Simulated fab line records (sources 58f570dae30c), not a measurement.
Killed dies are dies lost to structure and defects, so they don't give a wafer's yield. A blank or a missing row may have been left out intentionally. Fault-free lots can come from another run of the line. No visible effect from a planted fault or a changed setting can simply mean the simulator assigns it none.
Which tool was responsible? ; flow berkeley_cmos170 ; Sampling: 14 lots, 42 wafers, 3 of 331 route steps

== WHAT THE GAUGES READ, wafer by wafer ==
UCB170_ACTIVE_CD_MEAS_13: the cd target is 1200 nm.
lot;measured;on;cd_nm (nm)
L729;day 5 01:31;cd_sem-01;1199.8 1199.4 1197.5
L731;day 5 01:14;cd_sem-02;1202.4 1201.3 1202.6
L730;day 5 01:16;cd_sem-01;1200.4 1198.8 1199.7
L732;day 5 17:22;cd_sem-01;1199.7 1196.9 1196.9
L734;day 6 08:28;cd_sem-02;1196.9 1197.9 1197.5
L736;day 6 08:44;cd_sem-01;1198.8 1200.4 1199.3
L737;day 6 18:56;cd_sem-01;1199.8 1199.1 1200.6
L738;day 6 18:46;cd_sem-02;1198.9 1201.5 1199.7
L741;day 7 07:35;cd_sem-01;1197.9 1198.5 1199.7
L742;day 7 07:50;cd_sem-01;1200.1 1200.2 1200.5
L743;day 8 04:58;cd_sem-02;1203.0 1200.0 1200.8
L744;day 8 04:26;cd_sem-02;1201.8 1201.2 1200.5
L749;day 9 03:45;cd_sem-01;1197.4 1197.0 1197.9
L751;day 9 04:43;cd_sem-02;1198.2 1198.7 1198.7

UCB170_GATE_CD_MEAS_12: the cd target is 350 nm.
lot;measured;on;cd_nm (nm)
L729;day 7 10:57;cd_sem-01;348.0 348.8 350.0
L731;day 7 11:00;cd_sem-02;350.7 349.6 350.9
L730;day 7 10:50;cd_sem-02;351.6 351.0 351.2
L732;day 7 23:56;cd_sem-02;351.4 352.2 350.7
L734;day 8 11:11;cd_sem-02;351.5 352.2 351.6
L736;day 8 10:34;cd_sem-02;349.8 349.9 349.4
L737;day 8 20:16;cd_sem-01;349.2 352.1 353.7
L738;day 8 20:29;cd_sem-02;348.5 347.8 349.2
L741;day 9 10:50;cd_sem-02;350.5 350.6 352.0
L742;day 9 11:11;cd_sem-02;350.7 350.4 350.7
L743;day 10 09:34;cd_sem-01;351.3 352.0 351.9
L744;day 10 09:44;cd_sem-02;349.9 349.6 349.6
L749;day 11 12:44;cd_sem-02;351.1 350.9 351.6
L751;day 11 13:26;cd_sem-02;352.0 351.5 351.5

== WHAT TOOL EACH LOT RAN ON (gives the tool, then ch and the chambers of the sampled wafers, and finally the start) ==
lot;UCB170_ZERO_STRIP_07
L729;plasma_asher-01 ch 0,1, day 2 00:46
L731;plasma_asher-04 ch 0,1, day 2 04:36
L730;plasma_asher-04 ch 0,1, day 2 04:58
L732;plasma_asher-04 ch 0,1, day 2 13:45
L734;plasma_asher-02 ch 0,1, day 2 23:26
L736;plasma_asher-02 ch 1, day 3 06:10
L737;plasma_asher-01 ch 0,1, day 3 15:34
L738;plasma_asher-02 ch 0,1, day 3 15:35
L741;plasma_asher-01 ch 0,1, day 4 10:32
L742;plasma_asher-04 ch 0,1, day 4 10:34
L743;plasma_asher-02 ch 0,1, day 5 02:50
L744;plasma_asher-04 ch 0,1, day 5 03:04
L749;plasma_asher-04 ch 0,1, day 6 04:34
L751;plasma_asher-04 ch 0,1, day 6 13:25
- UCB170_ZERO_STRIP_07: strips in O2.

== AS READ BY THE TOOLS THEMSELVES (means over the sampled wafers that have a number; for cases with no such wafer, the mark the record gives instead) ==
UCB170_ZERO_STRIP_07.
lot;tool;drypump_motor_current_A (A);oes_product_au (a.u.);strip_time_to_endpoint_s (s)
L729;plasma_asher-01;5.5;0.728;21.65
L731;plasma_asher-04;6.2;0.730;21.70
L730;plasma_asher-04;5.9;0.728;21.73
L732;plasma_asher-04;6.2;0.730;21.83
L734;plasma_asher-02;5.7;0.724;21.76
L736;plasma_asher-02;5.8;0.726;21.79
L737;plasma_asher-01;5.4;0.729;21.84
L738;plasma_asher-02;5.7;0.729;21.82
L741;plasma_asher-01;5.5;0.727;21.79
L742;plasma_asher-04;6.2;0.727;21.84
L743;plasma_asher-02;5.5;0.733;21.86
L744;plasma_asher-04;5.9;0.727;21.84
L749;plasma_asher-04;6.2;0.728;21.80
L751;plasma_asher-04;6.2;0.727;21.75

== THE ANSWER, worked out from the rows above alone ==
Rule: usual is defined by the lots themselves. The widest of any qualifying gaps counts: lots, ordered by their means at a reading, are off when they make up no more than a third of the lots, leave a main group of 4 or more, and stand apart from it by 3 or more times the standard deviation of that group's means. Not used: any main group whose means are identical at the precision the tables above print for the reading. A lot without any number at a reading at which 4 lots or more have one is off too. The other lots that the step has rows for count as sound. Order of review: gauges by route order, followed by the tools' own readings, for which a lot's mean as printed above is used. At the first step where some lot is off, the reading lying furthest off is the one used; lots without a number count as furthest.
Nothing can be told from this: no lot is off at any reading shown.

== WHAT THE SIMULATOR HAD INSERTED ==
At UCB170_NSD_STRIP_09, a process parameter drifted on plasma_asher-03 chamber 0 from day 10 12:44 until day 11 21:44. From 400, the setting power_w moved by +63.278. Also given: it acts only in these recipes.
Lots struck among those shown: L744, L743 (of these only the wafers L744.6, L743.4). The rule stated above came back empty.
